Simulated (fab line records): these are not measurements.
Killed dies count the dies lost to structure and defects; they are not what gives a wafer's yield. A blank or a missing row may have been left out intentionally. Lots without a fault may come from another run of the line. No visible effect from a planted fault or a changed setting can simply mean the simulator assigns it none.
Problem report, 8D (eight disciplines) form, completed by code	flow berkeleyCmos170	the parts of the form that need people (team, actions taken, sign-off) are left out

## 1. THE ISSUE
Wafers without a fault read 0.877 a.u., standard deviation 0.015; oesProductAu at UCB170_V2_ETCH_14 reads a mean of 0.693 a.u. on 2 wafers belonging to 2 lots. Relative to the usual mean, that is a shift of -12 standard deviations.
The step: etches SiO2 in CHF3/CF4/Ar, stops on Al, target depth 1250 nm, time 291 s.
Earliest sighting: wafer L687.6 on rieDiel-04 at day 11 19:57. At this step, 42 wafers from 14 lots have a number in the record. Rule for "out" (also "out of limits"): further than 4 standard deviations from the usual mean. The rest of the wafers with a number are treated as sound.

## 2. WHAT IT IS AND WHAT IT IS NOT
question	is	is not
which readings at this step	oesProductAu	CHF3_flow_sccm, cf4FlowSccm, drypumpMotorCurrentA, throttleValvePct
which lots	L685, L687	L675, L676, L677, L678, L679, L683, L688, L689, L690, L691, L693, L697
which wafers of those lots	L685.4, L687.6	L685.2, L685.5, L687.1, L687.3
read on which tools	rieDiel-04	rieDiel-01, rieDiel-02
when	from day 11 19:57	up to then (23 sound wafers); but 17 sound wafers of L685, L689, L690, L691, L693, L697 came after

## 3. SUSPECTS, AND WHAT RULES EACH OUT
Counting: any tool at a process step up to the reading remains a suspect provided it ran every lot that is out. Sound lots after the first of them don't rule it out here, since some wafers of a struck lot are sound.
- plasmaAsher-02 at UCB170_M1_STRIP_13 (strips in O2): kept. It processed each lot that is out (first: L687, day 11 08:04); up to then, its last sound lot is L683 (day 10 14:54).
- rieDiel-04 at UCB170_V2_ETCH_14 (etches SiO2 in CHF3/CF4/Ar, stops on Al, target depth 1250 nm, time 291 s): kept. It processed each lot that is out (first: L687, day 11 19:57); up to then, its last sound lot is L678 (day 10 05:22). Its own readings are out on those wafers: oesProductAu.
- At UCB170_V2_ETCH_14, inside rieDiel-04: chamber 3 took the wafers that are out, while their sound lot-mates went through chambers 0, 1.
Left after counting: plasmaAsher-02 at UCB170_M1_STRIP_13, rieDiel-04 at UCB170_V2_ETCH_14.

## 4. THE CAUSE (what the simulator had put in)
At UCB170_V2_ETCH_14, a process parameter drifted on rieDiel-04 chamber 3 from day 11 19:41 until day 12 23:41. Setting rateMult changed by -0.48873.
Counting leaves 2 suspects; this tool is one of them.

## 5. SEQUENCE OF EFFECTS, ordered by route
Each row: a reading where the mean over the struck wafers with a number is more than 3 standard deviations away from the usual. Only readings for which the record gives a usual standard deviation are gone through. hours: the time from each lot's start at the first step in this table that gives one to its start at this step, as a median over the lots. sigmas: the change in usual standard deviations.
hours	step	reading	usual	on struck wafers	change	sigmas
0	UCB170_V2_ETCH_14	oesProductAu	0.877 a.u.	0.693	-0.184	-12
0	UCB170_V2_STRIP_15	stripTimeToEndpointS	15.16 s	18.28	+3.12	+33
5	UCB170_M3_PROBE_99	defectLimitedYield	98.9 %	0.0	-98.9	-99 or more
5	UCB170_M3_PROBE_99	killed_at_M0_to_M3	0.9	261.0	+260.1	+99 or more
5	UCB170_M3_PROBE_99	killedDies	3.0	264.0	+261.0	+99 or more
5	UCB170_M3_PROBE_99	killedOnRim	0.9	70.0	+69.1	+79
5	UCB170_M3_PROBE_99	sort_bin_5_function	0.6 %	99.4	+98.8	+99 or more
5	UCB170_M3_PROBE_99	sortNPass	261.0	0.0	-261.0	-99 or more
5	UCB170_M3_PROBE_99	sortYieldPct	98.9 %	0.0	-98.9	-99 or more
Its process steps:
- UCB170_V2_ETCH_14: etches SiO2 in CHF3/CF4/Ar, stops on Al, target depth 1250 nm, time 291 s.
- UCB170_V2_STRIP_15: strips in O2.
- UCB170_M3_PROBE_99

## 6. WHAT WOULD HAVE CAUGHT IT SOONER
In this record the first reading out of limits was taken at day 11 19:57, 0 hours after the fault began at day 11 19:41.
